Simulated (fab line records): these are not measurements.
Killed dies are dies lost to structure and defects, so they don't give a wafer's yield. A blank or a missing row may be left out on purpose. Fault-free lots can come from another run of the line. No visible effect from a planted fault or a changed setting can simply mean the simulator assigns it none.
fab line records	flow rit-cmos
record lots=13	wafers=39	last-day=7
route steps=202 shown SILICIDE@162 M1@202
lots untouched by any fault: they come from a run of this same line in which no faults occurred
start-h: hours from the record's first day to the start of the lot's first wafer shown	wait-h: hours from the lot's prior step to this one	" as in the row above	L1.1+2: one row covering several wafers at once	- no value present, or no start provided	* or withheld: withheld	< > ~ a bound
route shown NAME@n: names a module that has steps shown in the file, with the first one's number in the route	usual: mean/standard deviation of fault-free wafers	same: alike in all rows	chamber/n: place in a boat	sites: the reading at each site	_std_site: the standard deviation of these	_edge_site: mean of outer sites minus mean of inner sites	radius-mm: how far each site lies from the wafer's centre	mask NAME#n: copy n	behind: tool/chamber where the wafer was last shaped	hold: cause of the lot's hold/its duration in hours/its outcome	device: names the non-switching transistor (n, p or np)	end of line: the same wafers' tests at the end of the route	a step with no rows: only its recipe	killed: the dies lost at the first sort to structure and to defects; this is not the yield of the wafer	map: a wafer's dies, marking killed ones x, the rest . and places with no die _
set.NAME: setting as actually run; set.NAME@STEP: the setting as run at that earlier step	model.NAME: the simulator's own value behind a step, which no gauge read
one table for each step of the route and one row for each wafer, over a sample of lots
services: from which hour (start-h, from the record's first day; less than 0 if before it) a tool's chamber was out of use, for how many hours, and why
## steps
# step RIT_SILICIDE_SPUTTER_01
# recipe material=Ti	target-thk-nm=30	power-w=350	chamber-pressure-pa=0.667	gas=Ar	time-s=240	substrate-temp-c=25
# usual cathode-dc-power-W=349.99/0.062	throttle-valve-pct=29.8/1
lot.wafer	tool	chamber	start-h	wait-h	cathode-dc-power-W	throttle-valve-pct
L120.1	pvd-sputter-03	-	53.58	0.0	350.07	28.9
L120.4	"	-	"	"	350.05	30.3
L120.6	"	-	"	"	349.95	31.2
L121.2	pvd-sputter-04	-	60.40	0.0	349.91	28.5
L121.4	"	-	"	"	349.93	30.1
L121.6	"	-	"	"	350.01	28.3
L122.1	pvd-sputter-03	-	67.02	0.0	349.85	28.9
L122.3	"	-	"	"	350.00	31.1
L122.4	"	-	"	"	349.96	29.1
L123.1	pvd-sputter-04	-	69.97	0.0	349.97	29.1
L123.4	"	-	"	"	350.01	29.5
L123.6	"	-	"	"	350.00	29.3
L124.3	pvd-sputter-03	-	74.77	0.0	349.95	28.5
L124.4	"	-	"	"	349.93	30.4
L124.6	"	-	"	"	349.91	29.4
L126.1	pvd-sputter-03	-	83.61	0.0	350.01	30.1
L126.2	"	-	"	"	350.01	28.7
L126.6	"	-	"	"	349.90	28.8
L133.1	pvd-sputter-04	-	121.81	0.0	350.06	30.1
L133.3	"	-	"	"	349.91	29.2
L133.5	"	-	"	"	350.07	30.4
L137.2	pvd-sputter-04	-	139.19	0.0	349.93	29.4
L137.3	"	-	"	"	349.93	30.2
L137.6	"	-	"	"	349.89	28.3
L139.3	pvd-sputter-04	-	148.65	0.0	350.12	29.5
L139.4	"	-	"	"	350.03	29.3
L139.6	"	-	"	"	350.00	29.6
L140.1	pvd-sputter-01	-	155.22	0.0	350.06	31.7
L140.2	"	-	"	"	349.95	32.2
L140.4	"	-	"	"	350.04	29.6
L141.1	pvd-sputter-03	-	157.30	0.0	349.96	29.4
L141.5	"	-	"	"	349.92	29.2
L141.6	"	-	"	"	349.89	31.0
L142.2	pvd-sputter-01	-	162.11	0.0	350.02	30.0
L142.3	"	-	"	"	349.95	31.9
L142.4	"	-	"	"	349.95	31.7
L143.1	pvd-sputter-03	-	168.52	0.0	349.93	28.7
L143.2	"	-	"	"	350.05	30.4
L143.6	"	-	"	"	350.03	31.1
# step RIT_SILICIDE_RS_MEAS_02
# recipe thk-meas-gauge=four-point-probe	reads=Ti_of_SILICIDE_SPUTTER_01
# usual SILICIDE_TI_RS=47.8/0.72
lot.wafer	tool	chamber	start-h	wait-h	hold	SILICIDE_TI_RS[ohm/sq]
L120.1	film-metro-01	-	53.73	0.1	-	48.2
L120.4	"	-	"	"	-	47.4
L120.6	"	-	"	"	-	47.8
L121.2	film-metro-03	-	60.57	0.1	-	46.4
L121.4	"	-	"	"	-	48.2
L121.6	"	-	"	"	-	46.5
L122.1	film-metro-01	-	67.17	0.1	-	48.1
L122.3	"	-	"	"	-	47.9
L122.4	"	-	"	"	-	47.8
L123.1	film-metro-03	-	70.12	0.1	-	48.4
L123.4	"	-	"	"	-	47.6
L123.6	"	-	"	"	-	47.3
L124.3	film-metro-01	-	74.96	0.1	-	47.5
L124.4	"	-	"	"	-	47.1
L124.6	"	-	"	"	-	48.0
L126.1	film-metro-02	-	83.76	0.1	await-dispo/0.2h/release	28.4
L126.2	"	-	"	"	await-dispo/0.2h/release	47.6
L126.6	"	-	"	"	await-dispo/0.2h/release	48.0
L126.1	film-metro-02	-	84.04	0.3	-	28.5
L126.2	"	-	"	"	-	48.0
L126.6	"	-	"	"	-	48.5
L133.1	film-metro-01	-	121.96	0.1	-	48.6
L133.3	"	-	"	"	-	48.4
L133.5	"	-	"	"	-	48.5
L137.2	film-metro-01	-	139.36	0.1	-	47.4
L137.3	"	-	"	"	-	48.5
L137.6	"	-	"	"	-	46.9
L139.3	film-metro-02	-	148.84	0.1	-	46.7
L139.4	"	-	"	"	-	46.4
L139.6	"	-	"	"	-	46.6
L140.1	film-metro-03	-	155.37	0.1	-	47.6
L140.2	"	-	"	"	-	48.0
L140.4	"	-	"	"	-	47.5
L141.1	film-metro-02	-	157.45	0.1	-	49.4
L141.5	"	-	"	"	-	48.6
L141.6	"	-	"	"	-	48.7
L142.2	film-metro-01	-	162.28	0.1	-	46.9
L142.3	"	-	"	"	-	48.6
L142.4	"	-	"	"	-	48.5
L143.1	film-metro-03	-	168.67	0.1	-	48.1
L143.2	"	-	"	"	-	48.0
L143.6	"	-	"	"	-	48.1
# step RIT_SILICIDE_THK_MEAS_03
# recipe thk-meas-gauge=xrf	reads=Ti_of_SILICIDE_SPUTTER_01
# usual SILICIDE_TI_THK=30.1/0.39
lot.wafer	tool	chamber	start-h	wait-h	hold	SILICIDE_TI_THK[nm]
L120.1	film-metro-01	-	53.85	0.1	-	29.8
L120.4	"	-	"	"	-	30.3
L120.6	"	-	"	"	-	30.0
L121.2	film-metro-03	-	60.68	0.1	-	30.8
L121.4	"	-	"	"	-	29.8
L121.6	"	-	"	"	-	30.7
L122.1	film-metro-01	-	67.29	0.1	-	29.8
L122.3	"	-	"	"	-	30.0
L122.4	"	-	"	"	-	30.0
L123.1	film-metro-03	-	70.24	0.1	-	29.7
L123.4	"	-	"	"	-	30.3
L123.6	"	-	"	"	-	30.2
L124.3	film-metro-01	-	75.06	0.1	-	30.1
L124.4	"	-	"	"	-	30.3
L124.6	"	-	"	"	-	29.8
L126.1	film-metro-02	-	90.82	6.8	await-dispo/0.2h/release	45.5
L126.2	"	-	"	"	await-dispo/0.2h/release	30.0
L126.6	"	-	"	"	await-dispo/0.2h/release	29.9
L126.1	film-metro-02	-	91.05	0.2	-	45.5
L126.2	"	-	"	"	-	30.0
L126.6	"	-	"	"	-	29.9
L133.1	film-metro-01	-	122.08	0.1	-	29.5
L133.3	"	-	"	"	-	29.8
L133.5	"	-	"	"	-	29.7
L137.2	film-metro-01	-	139.47	0.1	-	30.3
L137.3	"	-	"	"	-	29.7
L137.6	"	-	"	"	-	30.7
L139.3	film-metro-02	-	148.94	0.1	-	30.6
L139.4	"	-	"	"	-	30.7
L139.6	"	-	"	"	-	30.6
L140.1	film-metro-03	-	155.49	0.1	-	30.3
L140.2	"	-	"	"	-	30.1
L140.4	"	-	"	"	-	30.4
L141.1	film-metro-02	-	157.57	0.1	-	29.1
L141.5	"	-	"	"	-	29.5
L141.6	"	-	"	"	-	29.6
L142.2	film-metro-01	-	162.39	0.1	-	30.5
L142.3	"	-	"	"	-	29.6
L142.4	"	-	"	"	-	29.7
L143.1	film-metro-03	-	168.79	0.1	-	30.0
L143.2	"	-	"	"	-	29.9
L143.6	"	-	"	"	-	30.1
# step RIT_M1_PROBE_99
# usual killed_at_M0_to_M3=0.0/0.12	killed-at-contacts=0.1/0.34	killed-at-front-end=7.0/2.9	killed-dies=7.2/2.9	killed-open=3.6/1.9	killed-short=3.5/2.1
# same gross-dies=264	killed_at_M4_up=0	killed-at-back-side=0	killed-at-other=0
lot.wafer	tool	chamber	start-h	wait-h	killed_at_M0_to_M3	killed-at-contacts	killed-at-front-end	killed-dies	killed-open	killed-short
L120.1	prober-02	-	60.77	0.1	0	0	4	4	2	2
L120.4	prober-02	-	60.92	0.2	0	0	13	13	7	6
L120.6	prober-02	-	61.02	0.2	0	0	10	10	3	7
L121.2	prober-01	-	67.48	0.1	0	0	8	8	4	4
L121.4	prober-01	-	67.58	0.2	0	0	9	9	4	5
L121.6	prober-01	-	67.68	0.2	0	0	6	6	5	1
L122.1	prober-02	-	73.78	0.1	0	0	9	9	6	3
L122.3	prober-02	-	73.88	0.2	0	0	7	7	5	2
L122.4	prober-02	-	73.93	0.2	0	0	5	5	3	2
L123.1	prober-01	-	77.00	0.1	0	0	9	9	4	5
L123.4	prober-01	-	77.15	0.2	0	0	9	9	5	3
L123.6	prober-01	-	77.25	0.2	0	0	13	13	5	8
L124.3	prober-01	-	81.98	0.2	0	0	6	6	4	2
L124.4	prober-01	-	82.03	0.2	0	0	6	6	2	4
L124.6	prober-01	-	82.13	0.2	0	0	11	11	4	7
L126.1	prober-01	-	101.32	0.1	0	0	6	6	1	5
L126.2	prober-01	-	101.37	0.1	0	0	11	11	6	5
L126.6	prober-01	-	101.57	0.2	0	0	6	6	1	5
L133.1	prober-02	-	128.71	0.1	0	0	6	6	6	0
L133.3	prober-02	-	128.81	0.2	0	0	6	6	4	2
L133.5	prober-02	-	128.91	0.2	0	0	5	5	4	1
L137.2	prober-02	-	146.60	0.1	0	0	7	7	1	6
L137.3	prober-02	-	146.65	0.2	0	0	4	4	1	3
L137.6	prober-02	-	146.80	0.2	0	0	8	8	3	5
L139.3	prober-02	-	156.12	0.2	0	0	8	8	3	5
L139.4	prober-02	-	156.17	0.2	1	0	8	9	5	4
L139.6	prober-02	-	156.27	0.2	0	0	10	10	5	4
L140.1	prober-01	-	162.16	0.1	0	0	8	8	6	2
L140.2	prober-01	-	162.21	0.1	0	1	4	5	3	2
L140.4	prober-01	-	162.31	0.2	0	0	4	4	2	2
L141.1	prober-02	-	164.37	0.1	0	0	1	1	0	1
L141.5	prober-02	-	164.57	0.2	0	0	6	6	2	4
L141.6	prober-02	-	164.62	0.2	0	1	3	4	2	2
L142.2	prober-01	-	169.41	0.1	0	0	2	2	2	0
L142.3	prober-01	-	169.46	0.2	0	0	6	6	3	2
L142.4	prober-01	-	169.51	0.2	0	0	6	6	5	1
L143.1	prober-02	-	175.68	0.1	0	1	14	15	7	8
L143.2	prober-02	-	175.73	0.1	0	0	12	12	5	7
L143.6	prober-02	-	175.93	0.2	0	0	10	10	3	7
# killed by level:class
L120.1 ACTIVE:geometric-particle:short=1 REOX:geometric-particle:short=1 REOX:geometric-particle:open=1 SPACER:geometric-particle:open=1
L120.4 GATE:geometric-particle:short=4 GATE:geometric-particle:open=3 FOX2:geometric-particle:open=2 FOX1:geometric-particle:open=1 FOX1:geometric-particle:short=1 REOX:geometric-particle:open=1 SILICIDE:geometric-particle:short=1
L120.6 GATE:geometric-particle:short=4 REOX:geometric-particle:open=3 FOX1:geometric-particle:short=1 FOX2:geometric-particle:short=1 REOX:geometric-particle:short=1
L121.2 GATE:geometric-particle:open=3 GATE:geometric-particle:short=3 REOX:geometric-particle:open=1 SILICIDE:geometric-particle:short=1
L121.4 REOX:geometric-particle:open=3 FOX1:geometric-particle:short=2 REOX:geometric-particle:short=2 GATE:geometric-particle:short=1 GATE:geometric-particle:open=1
L121.6 FOX1:geometric-particle:open=2 GATE:geometric-particle:open=2 FOX2:geometric-particle:open=1 FOX2:geometric-particle:short=1
L122.1 GATE:geometric-particle:open=3 SILICIDE:geometric-particle:open=2 FOX1:geometric-particle:short=1 FOX2:geometric-particle:open=1 GATE:geometric-particle:short=1 SPACER:geometric-particle:short=1
L122.3 GATE:geometric-particle:open=4 GATE:geometric-particle:short=1 SPACER:geometric-particle:open=1 SILICIDE:geometric-particle:short=1
L122.4 FOX1:geometric-particle:open=2 GATE:geometric-particle:short=2 REOX:geometric-particle:open=1
L123.1 SPACER:geometric-particle:open=2 SILICIDE:geometric-particle:short=2 FOX1:geometric-particle:short=1 FOX2:geometric-particle:open=1 GATE:geometric-particle:short=1 SPACER:geometric-particle:short=1 SILICIDE:geometric-particle:open=1
L123.4 GATE:geometric-particle:open=2 FOX1:geometric-particle:short=1 FOX2:geometric-particle:open=1 FOX2:geometric-particle:short=1 GATE:geometric-particle:short=1 SPACER:geometric-particle:open=1 SILICIDE:geometric-particle:open=1 PLDD:coat-microbubble-printed=1
L123.6 SPACER:geometric-particle:short=4 SILICIDE:geometric-particle:short=4 SILICIDE:geometric-particle:open=2 FOX1:geometric-particle:open=1 REOX:geometric-particle:open=1 SPACER:geometric-particle:open=1
L124.3 GATE:geometric-particle:open=2 FOX1:geometric-particle:open=1 GATE:geometric-particle:short=1 REOX:geometric-particle:open=1 REOX:geometric-particle:short=1
L124.4 REOX:geometric-particle:short=2 REOX:geometric-particle:open=2 FOX1:geometric-particle:short=1 GATE:geometric-particle:short=1
L124.6 SILICIDE:geometric-particle:short=3 GATE:geometric-particle:short=2 REOX:geometric-particle:open=2 SILICIDE:geometric-particle:open=2 FOX1:geometric-particle:short=1 REOX:geometric-particle:short=1
L126.1 GATE:geometric-particle:short=2 FOX1:geometric-particle:short=1 GATE:geometric-particle:open=1 SPACER:geometric-particle:short=1 SILICIDE:geometric-particle:short=1
L126.2 GATE:geometric-particle:open=3 SPACER:geometric-particle:short=3 GATE:geometric-particle:short=2 REOX:geometric-particle:open=1 SPACER:geometric-particle:open=1 SILICIDE:geometric-particle:open=1
L126.6 SPACER:geometric-particle:short=2 SILICIDE:geometric-particle:short=2 GATE:geometric-particle:open=1 GATE:geometric-particle:short=1
L133.1 GATE:geometric-particle:open=5 SILICIDE:geometric-particle:open=1
L133.3 SPACER:geometric-particle:open=2 GATE:geometric-particle:open=1 GATE:geometric-particle:short=1 SILICIDE:geometric-particle:short=1 SILICIDE:geometric-particle:open=1
L133.5 GATE:geometric-particle:open=2 SILICIDE:geometric-particle:open=2 SPACER:geometric-particle:short=1
L137.2 SPACER:geometric-particle:short=3 REOX:geometric-particle:short=2 SPACER:geometric-particle:open=1 SILICIDE:geometric-particle:short=1
L137.3 FOX2:geometric-particle:short=1 REOX:geometric-particle:short=1 SPACER:geometric-particle:short=1 SILICIDE:geometric-particle:open=1
L137.6 GATE:geometric-particle:short=5 GATE:geometric-particle:open=2 SPACER:geometric-particle:open=1
L139.3 GATE:geometric-particle:short=3 FOX1:geometric-particle:open=1 REOX:geometric-particle:short=1 REOX:geometric-particle:open=1 SPACER:geometric-particle:open=1 SILICIDE:geometric-particle:short=1
L139.4 GATE:geometric-particle:open=2 SILICIDE:geometric-particle:short=2 FOX1:geometric-particle:open=1 FOX2:geometric-particle:open=1 REOX:geometric-particle:short=1 SILICIDE:geometric-particle:open=1 M1:geometric-particle:short=1
L139.6 GATE:geometric-particle:short=3 GATE:geometric-particle:open=2 REOX:geometric-particle:open=1 SPACER:geometric-particle:short=1 SPACER:geometric-particle:open=1 SILICIDE:geometric-particle:open=1 PRETRO:coat-microbubble-printed=1
L140.1 FOX2:geometric-particle:open=2 ACTIVE:geometric-particle:open=1 FOX1:geometric-particle:short=1 GATE:geometric-particle:open=1 REOX:geometric-particle:open=1 SILICIDE:geometric-particle:open=1 SILICIDE:geometric-particle:short=1
L140.2 FOX1:geometric-particle:open=1 FOX2:geometric-particle:open=1 GATE:geometric-particle:open=1 REOX:geometric-particle:short=1 CONTACT:geometric-particle:short=1
L140.4 GATE:geometric-particle:short=1 GATE:geometric-particle:open=1 REOX:geometric-particle:short=1 REOX:geometric-particle:open=1
L141.1 GATE:geometric-particle:short=1
L141.5 GATE:geometric-particle:short=2 SILICIDE:geometric-particle:short=1 GATE:geometric-particle:open=1 REOX:geometric-particle:short=1 SPACER:geometric-particle:open=1
L141.6 FOX1:geometric-particle:open=1 REOX:geometric-particle:short=1 SILICIDE:geometric-particle:open=1 CONTACT:geometric-particle:short=1
L142.2 GATE:geometric-particle:open=1 REOX:geometric-particle:open=1
L142.3 FOX1:geometric-particle:short=1 REOX:geometric-particle:open=1 SPACER:geometric-particle:short=1 SPACER:geometric-particle:open=1 SILICIDE:geometric-particle:open=1 NWELL:coat-microbubble-printed=1
L142.4 FOX1:geometric-particle:open=2 GATE:geometric-particle:open=2 FOX1:geometric-particle:short=1 SILICIDE:geometric-particle:open=1
L143.1 FOX2:geometric-particle:short=4 GATE:geometric-particle:short=2 GATE:geometric-particle:open=2 SPACER:geometric-particle:open=2 FOX1:geometric-particle:short=1 FOX1:geometric-particle:open=1 REOX:geometric-particle:short=1 SILICIDE:geometric-particle:open=1
L143.2 SPACER:geometric-particle:short=3 FOX1:geometric-particle:open=2 REOX:geometric-particle:short=2 SPACER:geometric-particle:open=2 FOX2:geometric-particle:open=1 FOX2:geometric-particle:short=1 GATE:geometric-particle:short=1
L143.6 FOX2:geometric-particle:short=2 FOX1:geometric-particle:open=1 FOX1:geometric-particle:short=1 GATE:geometric-particle:short=1 REOX:geometric-particle:short=1 SPACER:geometric-particle:short=1 SPACER:geometric-particle:open=1 SILICIDE:geometric-particle:short=1
## services
tool	chamber	start-h	hours	kind
pvd-sputter-03	-	154.45	1.4	repair
## key
first-sign step=RIT_SILICIDE_RS_MEAS_02	reading=visit	direction=added
effect step=RIT_SILICIDE_RS_MEAS_02	reading=SILICIDE_TI_RS	direction=down	sigmas=27	usual=47.8	struck=28.4
effect step=RIT_SILICIDE_THK_MEAS_03	reading=visit	direction=added
effect step=RIT_SILICIDE_THK_MEAS_03	reading=SILICIDE_TI_THK	direction=up	sigmas=40	usual=30.1	struck=45.5
met-at RIT_SILICIDE_SPUTTER_01
struck-lots L126
struck-wafers L126.1
tester-left-out L126
onset-between 74.77 83.61
fault kind=process-parameter-drift	tool=pvd-sputter-03	chamber=-	onset-h=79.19	steps=RIT_SILICIDE_SPUTTER_01	channel=target-thk-nm	offset=15.579	shape=step	end-h=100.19	stated=30	scope=struck-wafers-only
# tester-left-out: of these lots the tester's yield and bins aren't shown, on N5 and GAA mostly nor the transistor test; their killed dies are dies lost to structure and defects alone, not to doping, threshold or leakage, so they don't give the yield
